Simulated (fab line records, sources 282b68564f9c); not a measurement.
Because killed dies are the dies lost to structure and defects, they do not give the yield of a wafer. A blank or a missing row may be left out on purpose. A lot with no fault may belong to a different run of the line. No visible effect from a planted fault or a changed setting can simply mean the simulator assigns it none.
Which tool was responsible? || flow rit-cmos || Sampling: 14 lots, 42 wafers, 4 of 202 route steps

== WHAT THE GAUGES READ, wafer by wafer ==
RIT_ACTIVE_THK_MEAS_04. Usual: for ACTIVE_NITRIDE_THK the level is 150.1 nm and the standard deviation is 1.2.
{"lot": "L579", "measured": "day 1 13:32", "on": "film-metro-01", "ACTIVE_NITRIDE_THK (nm)": "151.9 151.6 150.5", "flag": ""}
{"lot": "L580", "measured": "day 1 19:56", "on": "film-metro-01", "ACTIVE_NITRIDE_THK (nm)": "152.9 154.0 152.4", "flag": ""}
{"lot": "L581", "measured": "day 2 02:24", "on": "film-metro-01", "ACTIVE_NITRIDE_THK (nm)": "149.6 147.8 148.8", "flag": ""}
{"lot": "L582", "measured": "day 2 05:37", "on": "film-metro-03", "ACTIVE_NITRIDE_THK (nm)": "148.4 149.1 149.1", "flag": ""}
{"lot": "L583", "measured": "day 2 11:10", "on": "film-metro-02", "ACTIVE_NITRIDE_THK (nm)": "151.5 151.5 151.4", "flag": ""}
{"lot": "L584", "measured": "day 2 15:16", "on": "film-metro-01", "ACTIVE_NITRIDE_THK (nm)": "149.2 150.5 149.3", "flag": ""}
{"lot": "L585", "measured": "day 2 19:32", "on": "film-metro-03", "ACTIVE_NITRIDE_THK (nm)": "150.2 150.1 150.3", "flag": ""}
{"lot": "L586", "measured": "day 3 00:32", "on": "film-metro-03", "ACTIVE_NITRIDE_THK (nm)": "149.9 149.5 150.6", "flag": ""}
{"lot": "L590", "measured": "day 3 20:32", "on": "film-metro-01", "ACTIVE_NITRIDE_THK (nm)": "149.5 150.0 149.6", "flag": ""}
{"lot": "L591", "measured": "day 4 01:32", "on": "film-metro-01", "ACTIVE_NITRIDE_THK (nm)": "150.1 149.8 150.2", "flag": ""}
{"lot": "L599", "measured": "day 5 17:32", "on": "film-metro-03", "ACTIVE_NITRIDE_THK (nm)": "150.6 150.9 150.8", "flag": ""}
{"lot": "L600", "measured": "day 5 22:32", "on": "film-metro-02", "ACTIVE_NITRIDE_THK (nm)": "150.6 152.0 152.1", "flag": ""}
{"lot": "L601", "measured": "day 6 03:32", "on": "film-metro-02", "ACTIVE_NITRIDE_THK (nm)": "147.7 148.9 149.0", "flag": ""}
{"lot": "L602", "measured": "day 6 08:32", "on": "film-metro-02", "ACTIVE_NITRIDE_THK (nm)": "150.5 148.9 150.5", "flag": ""}

RIT_REOX_THK_MEAS_04. Usual: for REOX_OXIDE_THK the level is 25.3 nm and the standard deviation is 0.49.
{"lot": "L579", "measured": "day 3 01:37", "on": "film-metro-04", "REOX_OXIDE_THK (nm)": "25.8 25.6 25.9", "flag": ""}
{"lot": "L580", "measured": "day 3 02:46", "on": "film-metro-03", "REOX_OXIDE_THK (nm)": "25.8 25.8 25.8", "flag": ""}
{"lot": "L581", "measured": "day 3 07:35", "on": "film-metro-02", "REOX_OXIDE_THK (nm)": "24.9 24.9 25.0", "flag": ""}
{"lot": "L582", "measured": "day 3 09:26", "on": "film-metro-02", "REOX_OXIDE_THK (nm)": "25.2 25.3 25.3", "flag": ""}
{"lot": "L583", "measured": "day 3 13:20", "on": "film-metro-03", "REOX_OXIDE_THK (nm)": "24.6 24.9 24.7", "flag": ""}
{"lot": "L584", "measured": "day 3 19:21", "on": "film-metro-02", "REOX_OXIDE_THK (nm)": "25.3 25.0 25.3", "flag": ""}
{"lot": "L585", "measured": "day 3 23:15", "on": "film-metro-03", "REOX_OXIDE_THK (nm)": "25.2 24.8 25.2", "flag": ""}
{"lot": "L586", "measured": "day 4 02:52", "on": "film-metro-04", "REOX_OXIDE_THK (nm)": "25.0 24.9 25.3", "flag": ""}
{"lot": "L599", "measured": "day 6 19:47", "on": "film-metro-04", "REOX_OXIDE_THK (nm)": "25.4 25.7 25.4", "flag": ""}
{"lot": "L600", "measured": "day 7 01:52", "on": "film-metro-03", "REOX_OXIDE_THK (nm)": "24.9 24.7 24.8", "flag": ""}
{"lot": "L601", "measured": "day 7 06:05", "on": "film-metro-02", "REOX_OXIDE_THK (nm)": "24.7 24.6 25.2", "flag": ""}
{"lot": "L602", "measured": "day 7 11:37", "on": "film-metro-02", "REOX_OXIDE_THK (nm)": "25.9 26.0 26.2", "flag": ""}

== TOOL THAT RAN EACH LOT (tool first, then ch and the chambers of the sampled wafers, then the start) ==
{"lot": "L579", "RIT_ACTIVE_EXPOSE_08": "iline-stepper-01 ch 0, day 1 14:13", "RIT_NRETRO_STRIP_09": "plasma-asher-01 ch 0,1, day 2 14:21"}
{"lot": "L580", "RIT_ACTIVE_EXPOSE_08": "iline-stepper-01 ch 0, day 1 20:27", "RIT_NRETRO_STRIP_09": "plasma-asher-04 ch 0,1, day 2 16:37"}
{"lot": "L581", "RIT_ACTIVE_EXPOSE_08": "iline-stepper-01 ch 0, day 2 02:55", "RIT_NRETRO_STRIP_09": "plasma-asher-04 ch 0,1, day 2 19:26"}
{"lot": "L582", "RIT_ACTIVE_EXPOSE_08": "iline-stepper-01 ch 0, day 2 06:07", "RIT_NRETRO_STRIP_09": "plasma-asher-02 ch 0,1, day 2 22:08"}
{"lot": "L583", "RIT_ACTIVE_EXPOSE_08": "iline-stepper-01 ch 0, day 2 11:42", "RIT_NRETRO_STRIP_09": "plasma-asher-01 ch 0,1, day 3 03:09"}
{"lot": "L584", "RIT_ACTIVE_EXPOSE_08": "iline-stepper-02 ch 0, day 2 16:02", "RIT_NRETRO_STRIP_09": "plasma-asher-01 ch 0,1, day 3 08:18"}
{"lot": "L585", "RIT_ACTIVE_EXPOSE_08": "iline-stepper-02 ch 0, day 2 20:04", "RIT_NRETRO_STRIP_09": "plasma-asher-01 ch 0,1, day 3 13:26"}
{"lot": "L586", "RIT_ACTIVE_EXPOSE_08": "iline-stepper-02 ch 0, day 3 01:02", "RIT_NRETRO_STRIP_09": "plasma-asher-04 ch 0,1, day 3 16:10"}
{"lot": "L590", "RIT_ACTIVE_EXPOSE_08": "iline-stepper-02, day 3 21:11", "RIT_NRETRO_STRIP_09": "-"}
{"lot": "L591", "RIT_ACTIVE_EXPOSE_08": "iline-stepper-02, day 4 02:02", "RIT_NRETRO_STRIP_09": "-"}
{"lot": "L599", "RIT_ACTIVE_EXPOSE_08": "iline-stepper-02 ch 0, day 5 18:10", "RIT_NRETRO_STRIP_09": "plasma-asher-02 ch 0,1, day 6 09:37"}
{"lot": "L600", "RIT_ACTIVE_EXPOSE_08": "iline-stepper-02 ch 0, day 5 23:02", "RIT_NRETRO_STRIP_09": "plasma-asher-04 ch 0,1, day 6 14:50"}
{"lot": "L601", "RIT_ACTIVE_EXPOSE_08": "iline-stepper-02 ch 0, day 6 04:02", "RIT_NRETRO_STRIP_09": "plasma-asher-04 ch 0,1, day 6 19:55"}
{"lot": "L602", "RIT_ACTIVE_EXPOSE_08": "iline-stepper-02 ch 0, day 6 09:02", "RIT_NRETRO_STRIP_09": "plasma-asher-04 ch 0,1, day 7 00:52"}
- RIT_ACTIVE_EXPOSE_08: exposes mask M1, target cd 1400 nm.
- RIT_NRETRO_STRIP_09: strips in O2, time 180 s.

== AS READ BY THE TOOLS THEMSELVES (means over the sampled wafers that have a number; for cases with no such wafer, the mark the record gives instead) ==
RIT_ACTIVE_EXPOSE_08. Usual: exposure-dose-mJ-cm2 224.95, standard deviation 0.27; focus-offset-nm 0.1 nm, standard deviation 0.55.
{"lot": "L579", "tool": "iline-stepper-01", "exposure-dose-mJ-cm2": 225.29, "focus-offset-nm (nm)": 0.8, "flag": ""}
{"lot": "L580", "tool": "iline-stepper-01", "exposure-dose-mJ-cm2": 224.97, "focus-offset-nm (nm)": 0.9, "flag": ""}
{"lot": "L581", "tool": "iline-stepper-01", "exposure-dose-mJ-cm2": 224.89, "focus-offset-nm (nm)": -0.1, "flag": ""}
{"lot": "L582", "tool": "iline-stepper-01", "exposure-dose-mJ-cm2": 225.14, "focus-offset-nm (nm)": -1.0, "flag": ""}
{"lot": "L583", "tool": "iline-stepper-01", "exposure-dose-mJ-cm2": 225.58, "focus-offset-nm (nm)": 0.2, "flag": ""}
{"lot": "L584", "tool": "iline-stepper-02", "exposure-dose-mJ-cm2": 224.86, "focus-offset-nm (nm)": -0.0, "flag": ""}
{"lot": "L585", "tool": "iline-stepper-02", "exposure-dose-mJ-cm2": 225.01, "focus-offset-nm (nm)": 0.1, "flag": ""}
{"lot": "L586", "tool": "iline-stepper-02", "exposure-dose-mJ-cm2": 225.13, "focus-offset-nm (nm)": 0.2, "flag": ""}
{"lot": "L590", "tool": "iline-stepper-02", "exposure-dose-mJ-cm2": "-", "focus-offset-nm (nm)": "-", "flag": "OFF"}
{"lot": "L591", "tool": "iline-stepper-02", "exposure-dose-mJ-cm2": "-", "focus-offset-nm (nm)": "-", "flag": "OFF"}
{"lot": "L599", "tool": "iline-stepper-02", "exposure-dose-mJ-cm2": 224.88, "focus-offset-nm (nm)": 0.4, "flag": ""}
{"lot": "L600", "tool": "iline-stepper-02", "exposure-dose-mJ-cm2": 225.04, "focus-offset-nm (nm)": 0.5, "flag": ""}
{"lot": "L601", "tool": "iline-stepper-02", "exposure-dose-mJ-cm2": 224.80, "focus-offset-nm (nm)": 0.4, "flag": ""}
{"lot": "L602", "tool": "iline-stepper-02", "exposure-dose-mJ-cm2": 224.81, "focus-offset-nm (nm)": -0.5, "flag": ""}

RIT_NRETRO_STRIP_09. Usual: drypump-motor-current-A 6.2 A, standard deviation 0.39.
{"lot": "L579", "tool": "plasma-asher-01", "drypump-motor-current-A (A)": 5.5, "flag": ""}
{"lot": "L580", "tool": "plasma-asher-04", "drypump-motor-current-A (A)": 6.3, "flag": ""}
{"lot": "L581", "tool": "plasma-asher-04", "drypump-motor-current-A (A)": 6.4, "flag": ""}
{"lot": "L582", "tool": "plasma-asher-02", "drypump-motor-current-A (A)": 6.3, "flag": ""}
{"lot": "L583", "tool": "plasma-asher-01", "drypump-motor-current-A (A)": 5.5, "flag": ""}
{"lot": "L584", "tool": "plasma-asher-01", "drypump-motor-current-A (A)": 5.4, "flag": ""}
{"lot": "L585", "tool": "plasma-asher-01", "drypump-motor-current-A (A)": 5.5, "flag": ""}
{"lot": "L586", "tool": "plasma-asher-04", "drypump-motor-current-A (A)": 6.4, "flag": ""}
{"lot": "L599", "tool": "plasma-asher-02", "drypump-motor-current-A (A)": 6.3, "flag": ""}
{"lot": "L600", "tool": "plasma-asher-04", "drypump-motor-current-A (A)": 6.5, "flag": ""}
{"lot": "L601", "tool": "plasma-asher-04", "drypump-motor-current-A (A)": 6.4, "flag": ""}
{"lot": "L602", "tool": "plasma-asher-04", "drypump-motor-current-A (A)": 6.4, "flag": ""}

== THE ANSWER, worked out from the rows above alone ==
Rule: a lot counts as off when the mean over its wafers that have a number is more than 3 standard deviations away from the usual mean. A lot without any number at a reading at which 4 lots or more have one is off too. All remaining lots with rows at the step are treated as sound. First the gauges in route order, then the tools' own readings, where a lot's mean is used as printed above. At the first step where some lot is off, the reading lying furthest off is the one used; lots without a number count as furthest.
Off: L590, L591, at RIT_ACTIVE_EXPOSE_08 (exposure-dose-mJ-cm2). Without a number there: L590, L591.
A tool fits if, at that step or a process step before it, it ran every lot that is off, and no sound lot after the first of them. Not one of the candidates tried fits.

== WHAT THE SIMULATOR HAD PUT IN ==
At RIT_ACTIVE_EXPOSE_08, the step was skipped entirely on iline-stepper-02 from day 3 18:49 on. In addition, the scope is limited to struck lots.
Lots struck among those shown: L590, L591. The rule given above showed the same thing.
